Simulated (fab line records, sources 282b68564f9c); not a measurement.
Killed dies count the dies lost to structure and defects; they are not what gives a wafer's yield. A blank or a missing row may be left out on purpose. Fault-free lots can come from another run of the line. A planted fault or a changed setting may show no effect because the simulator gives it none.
Struck lot and sound lot, side by side ; flow rit cmos ; 19 out of 202 route steps
Sound: these wafers, L640.1, L640.4, L640.5. Wafers struck: L649.2, L649.3, L649.6. Last of all comes the cause.
Each step with rows lists, per side, the tool, then ch with its chambers, then its first start. Under that, the readings that differ: sound wafers ; struck wafers ; difference of the means ; sigmas: that difference in standard deviations of wafers without a fault.
alike: readings with means less than 2 such deviations apart, plus words and numbers identical on both sides. not compared: withheld readings, readings lacking a value on some wafer, bounds such as >300 that could conceal the same value, and numbers that have no deviation in the record and whose values overlap.
A row with sigmas, a row that says differs or no value, or rows on one side alone: a step with any of these is where the two part. Numbers that have no deviation but don't overlap get no sigmas and don't part them. A reading that every wafer of one side lacks parts them only if that side has two wafers or more.

first, 2 steps without rows for these wafers: RIT_NSD_PEB_04; RIT_NSD_DEVELOP_05 (develop time 50 s).
RIT_NSD_OVL_MEAS_06:
  sound: overlay-01 at day 4 16:15; struck: overlay-01 at day 6 13:46
  alike: NSD_OVL
then, 2 steps without rows for these wafers: RIT_NSD_HARDBAKE_07 (time 60 s); RIT_NSD_IMPLANT_08.
RIT_NSD_STRIP_09: strips in O2, time 180 s.
  sound on plasma asher-01 ch 0,1, day 4 16:35; struck on plasma asher-03 ch 0,1, day 6 14:06
  alike: drypump motor current A, rf refl power W
  not compared: rf hours counter h
RIT_NSD_TW_MEAS_10:
  sound: film metro-02 at day 4 16:46; struck: film metro-04 at day 6 14:17
reading;sound;struck;difference;sigmas
NSD_TW;3081 3089 3090;3158 3146 3137;+60;+3
then, 5 steps without rows for these wafers: RIT_PSD_HMDS_00 (prime time 60 s); RIT_PSD_COAT_01 (resist thk 1000 nm); RIT_PSD_SOFTBAKE_02 (time 60 s); RIT_PSD_EXPOSE_03 (exposes mask M10, target cd 40900 nm); RIT_PSD_PEB_04.
RIT_PSD_DEVELOP_05: develop time 50 s.
  sound on litho track-01 ch 0, day 4 17:00; struck on litho track-01 ch 0, day 6 15:00
RIT_PSD_OVL_MEAS_06:
  sound: overlay-01 at day 4 17:48; struck: overlay-01 at day 6 15:20
  alike: PSD_OVL
then, 2 steps without rows for these wafers: RIT_PSD_HARDBAKE_07 (time 60 s); RIT_PSD_IMPLANT_08.
RIT_PSD_STRIP_09: strips in O2, time 180 s.
  sound on plasma asher-04 ch 0,1, day 4 18:08; struck on plasma asher-01 ch 1, day 6 15:40
  alike: drypump motor current A, rf refl power W
  not compared: rf hours counter h
RIT_PSD_TW_MEAS_10:
  sound: film metro-04 at day 4 18:19; struck: film metro-01 at day 6 15:51
reading;sound;struck;difference;sigmas
PSD_TW;3456 3457 3448;30 30 30;-3424;-99 or more
then, 1 step without rows for these wafers: RIT_SDANNEAL_CLEAN_00 (cleans in SC1, time 600 s).

WHERE THEY PART
First at RIT_NSD_TW_MEAS_10; last, within this record, at RIT_PSD_TW_MEAS_10.

WHY: whatever the simulator had introduced
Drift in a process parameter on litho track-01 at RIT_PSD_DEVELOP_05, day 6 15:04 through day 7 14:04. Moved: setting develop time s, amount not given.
